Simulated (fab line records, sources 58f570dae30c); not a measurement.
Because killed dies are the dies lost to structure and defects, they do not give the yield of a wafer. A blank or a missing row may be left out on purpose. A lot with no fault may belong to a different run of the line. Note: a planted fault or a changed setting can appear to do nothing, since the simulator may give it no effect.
Which tool was responsible? | flow berkeley cmos170 | 39 wafers from 13 lots sampled at 6 of the route's 331 steps

== WHAT THE GAUGES SHOWED, per wafer ==
UCB170_M1_CD_MEAS_09: target cd 700 nm.
lot  | measured     | on        | cd nm (nm)
L673 | day 8 02:01  | cd sem-02 | 702.6 701.6 701.9
L676 | day 8 08:04  | cd sem-02 | 699.4 699.2 700.2
L678 | day 9 09:55  | cd sem-02 | 699.8 700.3 700.1
L681 | day 9 20:07  | cd sem-01 | 698.0 698.3 701.0
L687 | day 11 03:40 | cd sem-02 | 700.0 698.7 699.3
L686 | day 11 04:19 | cd sem-01 | 697.8 698.0 698.3
L691 | day 11 22:17 | cd sem-02 | 699.7 701.2 701.4
L692 | day 12 08:13 | cd sem-02 | 701.5 699.1 699.5
L693 | day 12 10:49 | cd sem-01 | 699.7 699.9 700.8
L690 | day 12 11:11 | cd sem-02 | 698.8 698.8 700.0
L689 | day 12 11:29 | cd sem-02 | 701.0 699.6 701.2
L695 | day 12 23:08 | cd sem-02 | 701.8 702.1 701.9
L694 | day 13 14:08 | cd sem-02 | 698.6 697.1 698.7

UCB170_V1_THK_MEAS_04.
lot  | measured     | on            | V1_POLISHED_THK (nm)
L673 | day 8 05:26  | film metro-03 | 1000.9 999.8 998.5
L676 | day 8 10:35  | film metro-04 | 999.9 999.2 1000.8
L678 | day 9 12:31  | film metro-03 | 1000.4 1001.4 1001.3
L681 | day 9 22:38  | film metro-04 | 999.7 1000.4 1001.0
L687 | day 11 06:23 | film metro-03 | 995.9 998.0 997.7
L686 | day 11 07:58 | film metro-02 | 998.2 999.4 998.7
L691 | day 12 00:47 | film metro-04 | 1000.8 1000.3 999.5
L692 | day 12 10:46 | film metro-02 | 999.3 1002.4 999.9
L693 | day 12 13:19 | film metro-04 | 996.6 999.5 998.7
L690 | day 12 14:37 | film metro-04 | 998.2 1000.1 999.7
L689 | day 12 14:37 | film metro-03 | 997.6 997.8 999.8
L695 | day 13 01:39 | film metro-03 | 1001.8 1002.9 1001.7
L694 | day 13 18:05 | film metro-03 | 999.5 997.9 997.1

UCB170_M2_RS_MEAS_02: measures by four-point-probe.
lot  | measured     | on            | M2_AL_RS (ohm/sq)
L673 | day 8 07:58  | film metro-01 | 0.0324 0.0329 0.0324
L676 | day 8 12:56  | film metro-01 | 0.0319 0.0325 0.0324
L678 | day 9 15:41  | film metro-01 | 0.0416 0.0414 0.0417 0.0416 0.0414 0.0417
L681 | day 10 02:16 | film metro-04 | 0.0411 0.0401 0.0410 0.0412 0.0401 0.0410
L687 | day 11 08:17 | film metro-01 | 0.0325 0.0328 0.0322
L686 | day 11 10:03 | film metro-01 | 0.0322 0.0322 0.0318
L691 | day 12 05:06 | film metro-04 | 0.0316 0.0314 0.0319
L692 | day 12 12:44 | film metro-01 | 0.0318 0.0316 0.0317
L693 | day 12 17:16 | film metro-01 | 0.0325 0.0322 0.0323
L690 | day 12 17:07 | film metro-03 | 0.0325 0.0329 0.0323
L689 | day 12 17:23 | film metro-03 | 0.0320 0.0323 0.0320
L695 | day 13 05:59 | film metro-04 | 0.0316 0.0321 0.0321
L694 | day 13 20:00 | film metro-03 | 0.0316 0.0320 0.0324

UCB170_M2_THK_MEAS_03: measures by xrf.
lot  | measured     | on            | M2_AL_THK (nm)
L673 | day 8 08:05  | film metro-01 | 907 894 912
L676 | day 8 13:03  | film metro-01 | 923 913 905
L678 | day 9 17:14  | film metro-01 | 699 706 703 701 708 701
L681 | day 10 10:50 | film metro-04 | 716 737 724 720 737 725
L687 | day 11 08:25 | film metro-01 | 904 899 914
L686 | day 11 10:09 | film metro-01 | 914 913 926
L691 | day 12 05:13 | film metro-04 | 924 942 923
L692 | day 12 12:51 | film metro-01 | 923 929 929
L693 | day 12 17:22 | film metro-01 | 902 913 913
L690 | day 12 17:14 | film metro-03 | 902 888 907
L689 | day 12 17:31 | film metro-03 | 914 902 919
L695 | day 13 06:07 | film metro-04 | 926 916 917
L694 | day 13 20:07 | film metro-03 | 923 912 905

== EACH LOT AND THE TOOL THAT RAN IT (in order: tool; ch and the chambers of the sampled wafers; start) ==
lot  | UCB170_V1_STRIP_15                   | UCB170_M2_SPUTTER_01
L673 | plasma asher-01 ch 0,1, day 8 07:34  | pvd sputter-02, day 8 07:53
L676 | plasma asher-03 ch 0,1, day 8 12:34  | pvd sputter-01, day 8 12:50
L678 | plasma asher-03 ch 0,1, day 9 15:19  | pvd sputter-01, day 9 15:36
L681 | plasma asher-01 ch 0,1, day 10 01:53 | pvd sputter-01, day 10 02:10
L687 | plasma asher-01 ch 0,1, day 11 07:55 | pvd sputter-03, day 11 08:13
L686 | plasma asher-03 ch 0,1, day 11 09:37 | pvd sputter-03, day 11 09:55
L691 | plasma asher-03 ch 0,1, day 12 04:40 | pvd sputter-02, day 12 05:00
L692 | plasma asher-01 ch 0,1, day 12 12:22 | pvd sputter-02, day 12 12:39
L693 | plasma asher-01 ch 0,1, day 12 16:52 | pvd sputter-02, day 12 17:09
L690 | plasma asher-03 ch 0,1, day 12 16:44 | pvd sputter-03, day 12 17:02
L689 | plasma asher-04 ch 0,1, day 12 17:01 | pvd sputter-01, day 12 17:18
L695 | plasma asher-01 ch 0, day 13 05:37   | pvd sputter-01, day 13 05:55
L694 | plasma asher-04 ch 0,1, day 13 19:38 | pvd sputter-02, day 13 19:55
- UCB170_V1_STRIP_15: strips in O2.
- UCB170_M2_SPUTTER_01: material Al, target thk 900 nm, time 120 s.

== AS READ BY THE TOOLS THEMSELVES (means over the sampled wafers that have a number; for cases with no such wafer, the mark the record gives instead) ==
UCB170_V1_STRIP_15.
lot  | tool            | drypump motor current A (A) | o2 flow sccm (sccm) | oes product au (a.u.) | strip time to endpoint s (s)
L673 | plasma asher-01 | 5.6                         | 398.9               | 0.718                 | 15.40
L676 | plasma asher-03 | 5.7                         | 399.0               | 0.719                 | 15.21
L678 | plasma asher-03 | 6.0                         | 399.8               | 0.727                 | 15.38
L681 | plasma asher-01 | 5.6                         | 400.2               | 0.718                 | 15.42
L687 | plasma asher-01 | 5.6                         | 400.9               | 0.722                 | 15.07
L686 | plasma asher-03 | 5.6                         | 401.5               | 0.721                 | 15.25
L691 | plasma asher-03 | 5.7                         | 400.4               | 0.725                 | 15.09
L692 | plasma asher-01 | 5.6                         | 400.1               | 0.722                 | 15.29
L693 | plasma asher-01 | 5.6                         | 400.0               | 0.721                 | 15.33
L690 | plasma asher-03 | 5.6                         | 399.5               | 0.717                 | 15.26
L689 | plasma asher-04 | 5.4                         | 400.6               | 0.720                 | 15.28
L695 | plasma asher-01 | 5.5                         | 400.3               | 0.720                 | 15.29
L694 | plasma asher-04 | 5.5                         | 401.2               | 0.718                 | 15.22

UCB170_M2_SPUTTER_01.
lot  | tool           | cathode dc power W (W) | throttle valve pct (%)
L673 | pvd sputter-02 | 5999.8                 | 30.7
L676 | pvd sputter-01 | 5999.8                 | 30.1
L678 | pvd sputter-01 | 4716.0                 | 29.1
L681 | pvd sputter-01 | 4715.5                 | 30.2
L687 | pvd sputter-03 | 6000.0                 | 29.9
L686 | pvd sputter-03 | 5999.3                 | 29.1
L691 | pvd sputter-02 | 5999.8                 | 31.2
L692 | pvd sputter-02 | 6000.1                 | 30.6
L693 | pvd sputter-02 | 6000.6                 | 31.1
L690 | pvd sputter-03 | 5999.9                 | 29.7
L689 | pvd sputter-01 | 5998.9                 | 31.5
L695 | pvd sputter-01 | 5999.8                 | 30.5
L694 | pvd sputter-02 | 6000.5                 | 31.0

== THE ANSWER, worked out from the rows above alone ==
Rule: usual is defined by the lots themselves. Put in order of their means at a reading, lots are off if they are a third of the lots or fewer, leave a main group of 4 or more, and stand apart from it by a gap of 3 or more times the standard deviation of the main group's means; of several such gaps the widest counts. A main group is skipped when, at the precision printed for the reading in the tables above, its means are all equal. Also off: a lot with no number at a reading for which 4 or more lots have one. Any other lot the step has rows for is counted as sound. First the gauges in route order, then the tools' own readings, where a lot's mean is used as printed above. At the first step where some lot is off, the reading lying furthest off is the one used; lots without a number count as furthest.
Off: L678, L681, seen at UCB170_M2_RS_MEAS_02 (M2_AL_RS). Main group: mean 0.0322 ohm/sq, sd 0.00031.
If a tool, at a process step before that reading, ran all the lots that are off and no sound lot after the first of them, it fits. The gauges at UCB170_M2_RS_MEAS_02 aren't tried: what is off there is off at UCB170_M2_SPUTTER_01 too, on other tools, and a gauge's error can't cause that. Of those tried, none fits.

== WHAT HAD BEEN PUT IN BY THE SIMULATOR ==
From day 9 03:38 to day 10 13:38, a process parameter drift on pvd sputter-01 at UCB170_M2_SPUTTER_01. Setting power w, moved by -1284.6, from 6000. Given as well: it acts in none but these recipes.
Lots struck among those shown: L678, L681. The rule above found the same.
